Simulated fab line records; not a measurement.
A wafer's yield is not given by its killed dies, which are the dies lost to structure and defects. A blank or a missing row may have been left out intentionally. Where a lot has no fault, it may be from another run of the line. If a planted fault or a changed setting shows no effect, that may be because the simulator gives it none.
2 desks, one fault -- flow berkeley cmos170 -- each desk has only its own numbers; what lay behind them comes last

== FROM THE METROLOGY DESK ==
What the gauges read for every lot (on any tool): the sampled wafers with a number, averaged. If a lot's mean is further than 4 standard deviations from the usual mean, the lot is out of limits and carries the mark OUT (the distance appears in the brackets).
Columns: A = NWELL_TW at UCB170_NWELL_TW_MEAS_16, usual 1254; B = PFIELD_TW at UCB170_PFIELD_TW_MEAS_09, usual 603; C = FIELD_OXIDE_LEFT_1_THK at UCB170_FIELD_THK_MEAS_90, usual 437 nm; D = SACOX_OXIDE_THK at UCB170_SACOX_THK_MEAS_02, usual 14.39 nm
lot,first seen here,A,B,C,D
L760,day 2 12:26,1253,605,429,14.04
L761,day 2 12:29,1257,603,434,14.31
L762,day 2 23:47,1251,604,442,14.67
L763,day 3 06:07,1254,604,434,14.68
L764,day 3 06:22,1254,607,417,14.38
L765,day 3 14:17,1254,604,441,14.29
L767,day 3 22:36,1252,605,435,14.47
L768,day 4 04:16,1261,603,433,14.09
L770,day 4 21:17,1253,603,443,14.13
L773,day 5 07:53,1255,704 (+24) OUT,428,13.93
L778,day 6 01:47,1255,603,436,14.63
L776,day 6 02:03,1260,697 (+22) OUT,439,14.93
L780,day 6 19:52,1252,594,440,14.30
L782,day 6 20:09,1259,609,431,14.51
This desk finds L773, L776 out of limits, with the earliest case on L773 at day 7 19:30 (PFIELD_TW at UCB170_PFIELD_TW_MEAS_09). In limits: L760, L761, L762, L763, L764, L765, L767, L768, L770, L778, L780, L782.

== TOOL OWNER'S DESK, implanter-03 ==
The tool's own readings at UCB170_PFIELD_IMPLANT_07: means of the sampled wafers that have a number, for each lot that ran on this tool. If a lot's mean is further than 4 standard deviations from the usual mean, the lot is out of limits and carries the mark OUT (the distance appears in the brackets).
Columns: A = dose ions cm2 at UCB170_PFIELD_IMPLANT_07, usual 2e+13; B = end station pressure torr at UCB170_PFIELD_IMPLANT_07, usual 5.05e-06 Torr; C = faraday current uA at UCB170_PFIELD_IMPLANT_07, usual 63.6
lot,first seen here,A,B,C
L765,day 6 07:44,2e+13,4.81e-06,64.9
L767,day 6 11:41,2e+13,5.20e-06,63.8
L768,day 6 12:05,2e+13,5.02e-06,63.0
L773,day 7 19:16,3e+13 (+99 or more) OUT,4.96e-06,100.3 (+26) OUT
L776,day 8 11:34,3e+13 (+99 or more) OUT,5.03e-06,101.3 (+27) OUT
This desk's verdict: out of limits on L773, L776, starting with L773 at day 7 19:16 (dose ions cm2 at UCB170_PFIELD_IMPLANT_07). In limits: L765, L767, L768.

== BROUGHT TOGETHER ==
On L773, L776, at day 7 19:16, an alarm was possible from the tool owner's desk.
At day 7 19:30 the metrology desk could have sounded an alarm, on L773, L776.
UCB170_PFIELD_IMPLANT_07 was run on implanter-03 by each of the lots named.

== WHAT THE SIMULATOR HAD PUT IN ==
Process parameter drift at UCB170_PFIELD_IMPLANT_07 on implanter-03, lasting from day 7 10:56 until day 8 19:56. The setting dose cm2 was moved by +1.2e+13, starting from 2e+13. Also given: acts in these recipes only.
Shown lots that were struck: L773, L776.
Hours from the fault's start to each desk's first reading out of limits: the tool owner's desk, 8; the metrology desk, 9.
